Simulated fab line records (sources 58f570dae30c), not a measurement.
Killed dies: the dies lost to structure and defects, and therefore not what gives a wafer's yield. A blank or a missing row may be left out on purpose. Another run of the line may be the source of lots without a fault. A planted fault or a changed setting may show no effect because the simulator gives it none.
Matching of chambers	flow berkeley-cmos170	4 sister chambers for UCB170_GATE_ETCH_15 on rie-si-02
The step etches poly-Si in HBr/Cl2, stops on SiO2, time 56.3 s, target depth 278.2 nm. 4 wafers are shown with their chamber, then 7 later ones without.

WAFERS PAIRED WITH THEIR CHAMBERS
wafer	chamber	throttle-valve-pct (%)
L448.6	1	26.61
L450.6	0	25.99
L456.1	2	26.26
L456.3	3	26.38

WAFERS WITH NO CHAMBER GIVEN
wafer	throttle-valve-pct (%)
L456.4	26.81
L459.3	26.80
L459.5	25.98
L459.6	26.80
L460.1	26.37
L460.4	26.27
L460.5	26.80

CHAMBER TAKEN BY EACH
wafer	from the rows above	in truth
L456.4	can't be placed: 1 or 3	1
L459.3	can't be placed: 1 or 3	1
L459.5	can't be placed: 0 or 2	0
L459.6	can't be placed: 1 or 3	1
L460.1	can't be placed: 3 or 2 or 1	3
L460.4	can't be placed: 2 or 3 or 0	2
L460.5	can't be placed: 1 or 3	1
Correctly placed: 0 of 7. Unplaceable from these rows: 7, with the true chamber sitting among the candidates in 7. Number placed wrongly: 0.
How it was worked out, from the rows above alone: a wafer's distance from a chamber is the root of the sum, over the readings, of the square of ((its reading less the chamber's mean) divided by the reading's scatter). If the next closest chamber is less than 2 further off than the closest, the wafer can't be placed; otherwise it belongs to the closest. For every chamber, the mean is computed from those of its wafers that are shown. The scatter: with one shown wafer a chamber, the root of the mean of the squares of how far each hidden wafer lies from its nearest shown one.
